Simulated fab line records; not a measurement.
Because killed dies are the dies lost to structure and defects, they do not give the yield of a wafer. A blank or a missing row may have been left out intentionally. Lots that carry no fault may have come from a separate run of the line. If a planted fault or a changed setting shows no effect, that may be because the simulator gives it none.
Which tool was responsible? -- flow rit_cmos -- 45 wafers from 15 lots sampled at 5 of the route's 202 steps

WHAT THE GAUGES READ, wafer by wafer
RIT_WELLDRIVE_RS_MEAS_01: measurement is done with a four-point probe. Usual: NWELL_RS 275.7 ohm/sq, standard deviation 0.91.
lot,measured,on,NWELL_RS (ohm/sq),flag
L618,day 2 06:50,film_metro-02,274.0 273.6 274.1,
L621,day 2 20:40,film_metro-04,276.4 276.4 275.6,
L622,day 3 01:46,film_metro-01,277.2 277.8 277.8,
L623,day 3 07:06,film_metro-02,276.2 276.2 276.9,
L626,day 4 03:44,film_metro-04,275.0 274.6 274.6,
L627,day 4 10:11,film_metro-04,275.8 274.8 274.6,
L628,day 4 10:09,film_metro-02,275.2 275.0 275.6,
L629,day 4 16:41,film_metro-04,274.9 275.0 275.5,
L631,day 4 23:20,film_metro-04,276.2 275.9 277.8,
L632,day 5 06:21,film_metro-01,275.5 275.3 275.9,
L634,day 5 13:59,film_metro-02,276.9 275.7 275.9,
L635,day 5 20:59,film_metro-02,275.4 275.9 275.3,
L637,day 6 04:26,film_metro-04,276.8 276.1 276.5,
L638,day 6 11:02,film_metro-02,275.0 275.4 275.1,
L641,day 7 05:02,film_metro-01,275.1 274.8 275.7,

RIT_REOX_THK_MEAS_04. Usual: REOX_OXIDE_THK 25.0 nm, standard deviation 0.55.
lot,measured,on,REOX_OXIDE_THK (nm),flag
L618,day 2 20:58,film_metro-02,26.2 26.4 26.3,
L621,day 3 10:58,film_metro-02,24.3 24.3 24.2,
L622,day 3 23:10,film_metro-04,25.6 24.8 25.0,
L623,day 4 03:08,film_metro-01,24.7 24.6 24.6,
L626,day 4 18:42,film_metro-02,24.8 24.8 25.2,
L627,day 5 03:57,film_metro-02,24.8 25.2 24.8,
L628,day 5 01:40,film_metro-01,28.1 27.8 28.2,OFF
L629,day 5 05:34,film_metro-02,28.6 28.5 28.9,OFF
L631,day 5 15:28,film_metro-02,28.6 28.5 28.6,OFF
L632,day 5 19:07,film_metro-02,25.8 25.5 25.7,
L634,day 6 05:58,film_metro-01,24.8 25.3 25.4,
L635,day 6 12:05,film_metro-04,25.2 25.2 25.1,
L637,day 6 22:38,film_metro-04,25.0 24.9 25.0,
L638,day 7 04:11,film_metro-02,24.5 24.4 24.2,
L641,day 7 20:29,film_metro-04,25.5 25.4 25.4,

RIT_M1_OVL_MEAS_10. Usual: M1_OVL 0.2 nm, standard deviation 1.2.
lot,measured,on,M1_OVL (nm),flag
L618,day 3 11:05,overlay-01,-2.5 -0.6 -0.4,
L621,day 4 01:26,overlay-02,0.6 1.2 0.5,
L622,day 4 14:56,overlay-01,-2.2 0.2 -2.3,
L623,day 4 19:58,overlay-01,0.8 -0.5 0.5,
L626,day 5 09:43,overlay-02,2.1 0.3 0.3,
L627,day 5 18:29,overlay-01,-0.5 0.1 0.8,
L628,day 5 16:11,overlay-01,1.7 1.5 1.5,
L629,day 5 20:04,overlay-01,-1.2 -1.7 -1.5,
L631,day 6 05:28,overlay-01,-0.3 0.0 0.7,
L632,day 6 09:11,overlay-01,0.2 -1.1 1.2,
L634,day 6 19:32,overlay-02,2.0 2.4 1.6,
L635,day 7 02:01,overlay-02,-0.1 -0.2 3.1,
L637,day 7 12:49,overlay-02,1.0 0.8 0.0,
L638,day 7 18:17,overlay-01,0.1 1.2 0.2,
L641,day 8 11:31,overlay-02,0.5 1.8 1.2,

TOOL THAT RAN EACH LOT (tool first, then ch and the chambers of the sampled wafers, then the start)
lot,RIT_ACTIVE_STRIP_14,RIT_REOX_OXIDATION_03
L618,"plasma_asher-04 ch 0,1, day 1 15:44","furnace-01 ch 0, day 2 18:23"
L621,"plasma_asher-02 ch 0,1, day 2 06:02","furnace-04 ch 0, day 3 08:25"
L622,"plasma_asher-01 ch 0,1, day 2 10:54","furnace-04 ch 0, day 3 20:37"
L623,"plasma_asher-02 ch 0,1, day 2 16:05","furnace-03 ch 0, day 4 00:35"
L626,"plasma_asher-04 ch 0,1, day 3 07:02","furnace-03 ch 0, day 4 16:08"
L627,"plasma_asher-04 ch 0,1, day 3 13:54","furnace-01 ch 0, day 5 01:23"
L628,"plasma_asher-04 ch 0,1, day 3 18:27","furnace-04 ch 0, day 4 23:07"
L629,"plasma_asher-04 ch 0,1, day 4 03:50","furnace-04 ch 0, day 5 03:01"
L631,"plasma_asher-04 ch 0,1, day 4 07:59","furnace-04 ch 0, day 5 12:54"
L632,"plasma_asher-01 ch 0,1, day 4 14:32","furnace-03 ch 0, day 5 16:34"
L634,"plasma_asher-02 ch 0,1, day 4 23:24","furnace-01 ch 0, day 6 03:24"
L635,"plasma_asher-01 ch 0,1, day 5 05:04","furnace-03 ch 0, day 6 09:31"
L637,"plasma_asher-04 ch 0,1, day 5 14:03","furnace-01 ch 0, day 6 20:05"
L638,"plasma_asher-04 ch 0,1, day 5 19:06","furnace-03 ch 0, day 7 01:38"
L641,"plasma_asher-01 ch 0,1, day 6 10:52","furnace-03 ch 0, day 7 17:56"
- RIT_ACTIVE_STRIP_14: strips in O2, time 180 s.
- RIT_REOX_OXIDATION_03: target thk 25.2 nm, ox time 5580 s.

WHAT THE TOOLS THEMSELVES READ (means of the sampled wafers that have a number; where no wafer has one, the mark that the record gives instead)
RIT_ACTIVE_STRIP_14. Usual: drypump_motor_current_A 5.76 A, standard deviation 0.26; o2_flow_sccm 3999 sccm, standard deviation 12.
lot,tool,drypump_motor_current_A (A),o2_flow_sccm (sccm),flag
L618,plasma_asher-04,5.57,4000,
L621,plasma_asher-02,5.99,3996,
L622,plasma_asher-01,5.86,3989,
L623,plasma_asher-02,6.00,3998,
L626,plasma_asher-04,5.57,4003,
L627,plasma_asher-04,5.53,4005,
L628,plasma_asher-04,5.50,4003,
L629,plasma_asher-04,5.56,3991,
L631,plasma_asher-04,5.48,4003,
L632,plasma_asher-01,5.70,3998,
L634,plasma_asher-02,6.07,3985,
L635,plasma_asher-01,5.71,4000,
L637,plasma_asher-04,5.48,3994,
L638,plasma_asher-04,5.56,4007,
L641,plasma_asher-01,5.85,3988,

RIT_REOX_OXIDATION_03. Usual: zone_power_centre_pct 39.7 %, standard deviation 2.2; zone_power_load_pct 26.7 %, standard deviation 0.61; zone_power_source_pct 27.7 %, standard deviation 1.5.
lot,tool,zone_power_centre_pct (%),zone_power_load_pct (%),zone_power_source_pct (%),flag
L618,furnace-01,39.1,27.2,26.8,
L621,furnace-04,37.7,25.9,29.8,
L622,furnace-04,37.6,26.1,29.8,
L623,furnace-03,42.7,26.2,26.5,
L626,furnace-03,42.7,26.8,26.3,
L627,furnace-01,38.9,27.5,26.8,
L628,furnace-04,37.8,26.1,29.9,
L629,furnace-04,37.5,26.1,29.7,
L631,furnace-04,37.7,25.9,29.7,
L632,furnace-03,42.7,26.7,26.5,
L634,furnace-01,38.6,27.5,26.7,
L635,furnace-03,42.6,26.6,26.4,
L637,furnace-01,38.8,27.3,26.6,
L638,furnace-03,42.9,26.7,26.4,
L641,furnace-03,42.7,26.8,26.5,

THE ANSWER, worked out from the rows above alone
Rule: lot off if the mean of its wafers having a number is beyond 3 standard deviations from the usual mean. A lot without any number at a reading at which 4 lots or more have one is off too. The other lots that the step has rows for count as sound. First the gauges in route order, then the tools' own readings, where a lot's mean is used as printed above. The first step at which some lot is off is used, and at that step the reading that is off furthest; a lot without a number counts as furthest.
Off: L628, L629, L631, seen at RIT_REOX_THK_MEAS_04 (REOX_OXIDE_THK).
If a tool, at a process step before that reading, ran all the lots that are off and no sound lot after the first of them, it fits. Gauges at RIT_REOX_THK_MEAS_04: tried the same way as those tools. One candidate fits, namely furnace-04 at RIT_REOX_OXIDATION_03. A fault onset in the window from L622 (day 3 20:37, its last sound lot) to L628 (day 4 23:07, its first lot off) fits.

WHAT THE SIMULATOR HAD PUT IN
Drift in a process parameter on furnace-04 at RIT_REOX_OXIDATION_03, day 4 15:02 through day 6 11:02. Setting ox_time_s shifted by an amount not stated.
Lots struck among those shown: L628, L629, L631. The same result came from the rule above.
